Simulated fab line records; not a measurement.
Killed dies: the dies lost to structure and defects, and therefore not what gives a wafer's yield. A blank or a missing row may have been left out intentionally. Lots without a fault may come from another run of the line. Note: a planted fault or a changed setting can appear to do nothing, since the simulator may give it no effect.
Lot-split experiment / flow berkeley_cmos170 / 23 wafers read from 5 lots, route of 331 steps

== ON THE SPLIT ==
At UCB170_PVT_COAT_01 (resist thk 900 nm), the setting resist_thk_nm was moved away from the recipe's 900 nm on 4 of the 23 wafers read, by -4.7% to -2.4%. This setting was run at the recipe's value on the other wafers.

The reading comes from the split's own step.

== THE READING ==
KrF_of_PVT_COAT_01.thk_nm (the simulator's own value, which no gauge read), in nm, at UCB170_PVT_COAT_01 (resist thk 900 nm). The file gives no usual value for it. Here, 19 wafers ran the recipe; their average is 899.3 nm with a standard deviation of 3 nm.

wafer=L074.2; tool, chamber at the split=litho_track-03, 0; resist_thk_nm as run, nm=900; against the recipe=recipe; KrF_of_PVT_COAT_01.thk_nm, nm=903.3; against lot-mates on the recipe=-
wafer=L074.3; tool, chamber at the split=litho_track-03, 0; resist_thk_nm as run, nm=858; against the recipe=-4.7%; KrF_of_PVT_COAT_01.thk_nm, nm=864.2; against lot-mates on the recipe=-40.2
wafer=L074.4; tool, chamber at the split=litho_track-03, 0; resist_thk_nm as run, nm=900; against the recipe=recipe; KrF_of_PVT_COAT_01.thk_nm, nm=903.4; against lot-mates on the recipe=-
wafer=L074.5; tool, chamber at the split=litho_track-03, 0; resist_thk_nm as run, nm=858; against the recipe=-4.7%; KrF_of_PVT_COAT_01.thk_nm, nm=860.2; against lot-mates on the recipe=-44.2
wafer=L074.6; tool, chamber at the split=litho_track-03, 0; resist_thk_nm as run, nm=900; against the recipe=recipe; KrF_of_PVT_COAT_01.thk_nm, nm=906.5; against lot-mates on the recipe=-
wafer=L076.1; tool, chamber at the split=litho_track-03, 0; resist_thk_nm as run, nm=900; against the recipe=recipe; KrF_of_PVT_COAT_01.thk_nm, nm=899.1; against lot-mates on the recipe=-
wafer=L076.2; tool, chamber at the split=litho_track-03, 0; resist_thk_nm as run, nm=900; against the recipe=recipe; KrF_of_PVT_COAT_01.thk_nm, nm=899.5; against lot-mates on the recipe=-
wafer=L076.3; tool, chamber at the split=litho_track-03, 0; resist_thk_nm as run, nm=900; against the recipe=recipe; KrF_of_PVT_COAT_01.thk_nm, nm=903.1; against lot-mates on the recipe=-
wafer=L076.4; tool, chamber at the split=litho_track-03, 0; resist_thk_nm as run, nm=900; against the recipe=recipe; KrF_of_PVT_COAT_01.thk_nm, nm=900.5; against lot-mates on the recipe=-
wafer=L076.6; tool, chamber at the split=litho_track-03, 0; resist_thk_nm as run, nm=900; against the recipe=recipe; KrF_of_PVT_COAT_01.thk_nm, nm=899.3; against lot-mates on the recipe=-
wafer=L078.3; tool, chamber at the split=litho_track-03, 0; resist_thk_nm as run, nm=900; against the recipe=recipe; KrF_of_PVT_COAT_01.thk_nm, nm=900.9; against lot-mates on the recipe=-
wafer=L078.4; tool, chamber at the split=litho_track-03, 0; resist_thk_nm as run, nm=900; against the recipe=recipe; KrF_of_PVT_COAT_01.thk_nm, nm=900.1; against lot-mates on the recipe=-
wafer=L078.6; tool, chamber at the split=litho_track-03, 0; resist_thk_nm as run, nm=900; against the recipe=recipe; KrF_of_PVT_COAT_01.thk_nm, nm=899.1; against lot-mates on the recipe=-
wafer=L080.1; tool, chamber at the split=litho_track-01, 0; resist_thk_nm as run, nm=900; against the recipe=recipe; KrF_of_PVT_COAT_01.thk_nm, nm=895.8; against lot-mates on the recipe=-
wafer=L080.2; tool, chamber at the split=litho_track-01, 0; resist_thk_nm as run, nm=900; against the recipe=recipe; KrF_of_PVT_COAT_01.thk_nm, nm=896.2; against lot-mates on the recipe=-
wafer=L080.4; tool, chamber at the split=litho_track-01, 0; resist_thk_nm as run, nm=900; against the recipe=recipe; KrF_of_PVT_COAT_01.thk_nm, nm=898.3; against lot-mates on the recipe=-
wafer=L080.5; tool, chamber at the split=litho_track-01, 0; resist_thk_nm as run, nm=900; against the recipe=recipe; KrF_of_PVT_COAT_01.thk_nm, nm=896.4; against lot-mates on the recipe=-
wafer=L080.6; tool, chamber at the split=litho_track-01, 0; resist_thk_nm as run, nm=900; against the recipe=recipe; KrF_of_PVT_COAT_01.thk_nm, nm=896.6; against lot-mates on the recipe=-
wafer=L084.1; tool, chamber at the split=litho_track-01, 0; resist_thk_nm as run, nm=878.5; against the recipe=-2.4%; KrF_of_PVT_COAT_01.thk_nm, nm=876.6; against lot-mates on the recipe=-19.8
wafer=L084.2; tool, chamber at the split=litho_track-01, 0; resist_thk_nm as run, nm=900; against the recipe=recipe; KrF_of_PVT_COAT_01.thk_nm, nm=894.5; against lot-mates on the recipe=-
wafer=L084.3; tool, chamber at the split=litho_track-01, 0; resist_thk_nm as run, nm=878.5; against the recipe=-2.4%; KrF_of_PVT_COAT_01.thk_nm, nm=875.9; against lot-mates on the recipe=-20.5
wafer=L084.5; tool, chamber at the split=litho_track-01, 0; resist_thk_nm as run, nm=900; against the recipe=recipe; KrF_of_PVT_COAT_01.thk_nm, nm=897.3; against lot-mates on the recipe=-
wafer=L084.6; tool, chamber at the split=litho_track-01, 0; resist_thk_nm as run, nm=900; against the recipe=recipe; KrF_of_PVT_COAT_01.thk_nm, nm=897.5; against lot-mates on the recipe=-

FIT RESULTS
A straight line over all 23 wafers: KrF_of_PVT_COAT_01.thk_nm changes by +8.27 nm for each +1% of resist_thk_nm; r = +0.97; the points scatter about the line by 3.1 nm.
The same after taking each lot's own level away (the mean of its wafers on the recipe; 23 wafers): +8.93 nm for each +1%; r = +0.99; scatter 1.4 nm.
Per that fit: largest resist_thk_nm move, reading shift of 42 nm.
The lots' own levels span 896.43 to 904.40 nm, that is 2.6 times the standard deviation above.
Hence the lot-to-lot level has little effect on the slope; both slopes agree.
Check: -42.6 nm against its lot-mates is what the line predicts for one of the wafers moved furthest among these (-4.7%) when that wafer is left out of the fit. Against them it came out at -40.2 nm.

== THE OTHER SPLITS THESE WAFERS WENT THROUGH ==
Note: prior to the reading, these wafers also went through further splits. Each is held against what the fit with the lots' levels taken away leaves over:
other split on the same wafers=UCB170_START_OXIDATION_02 ox_time_s; wafers away from the commonest value=18; r with KrF_of_PVT_COAT_01.thk_nm (lot level and that fit taken away)=+0.05
other split on the same wafers=UCB170_NWELL_CVD_04 time_s; wafers away from the commonest value=10; r with KrF_of_PVT_COAT_01.thk_nm (lot level and that fit taken away)=-0.02
other split on the same wafers=UCB170_NWELL_IMPLANT_14 energy_kev; wafers away from the commonest value=11; r with KrF_of_PVT_COAT_01.thk_nm (lot level and that fit taken away)=-0.19
other split on the same wafers=UCB170_PWELL_IMPLANT_15 dose_cm2; wafers away from the commonest value=6; r with KrF_of_PVT_COAT_01.thk_nm (lot level and that fit taken away)=+0.24
other split on the same wafers=UCB170_ACTIVE_COAT_08 spin_rpm; wafers away from the commonest value=9; r with KrF_of_PVT_COAT_01.thk_nm (lot level and that fit taken away)=-0.14
other split on the same wafers=UCB170_PFIELD_COAT_01 spin_rpm; wafers away from the commonest value=8; r with KrF_of_PVT_COAT_01.thk_nm (lot level and that fit taken away)=+0.11
other split on the same wafers=UCB170_SACOX_OXIDATION_01 temp_c; wafers away from the commonest value=10; r with KrF_of_PVT_COAT_01.thk_nm (lot level and that fit taken away)=+0.06
other split on the same wafers=UCB170_NVT_IMPLANT_07 energy_kev; wafers away from the commonest value=10; r with KrF_of_PVT_COAT_01.thk_nm (lot level and that fit taken away)=+0.06

== THE WHOLE CHAIN: every reading that the file lists as answering this split, in the file's order ==
step=UCB170_PVT_COAT_01; what it does=resist thk 900 nm; reading=KrF_of_PVT_COAT_01.thk_nm (the simulator's own value, which no gauge read); change (the file's fit)=+8.91 nm for each +1% of the setting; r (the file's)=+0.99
step=UCB170_PVT_STRIP_08; what it does=strips in O2; reading=strip_time_to_endpoint_s; change (the file's fit)=withheld for each +1% of the setting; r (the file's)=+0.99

== FILE'S OWN FIT ==
KrF_of_PVT_COAT_01.thk_nm changes by +8.91 nm for each +1% of resist_thk_nm, r = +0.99.
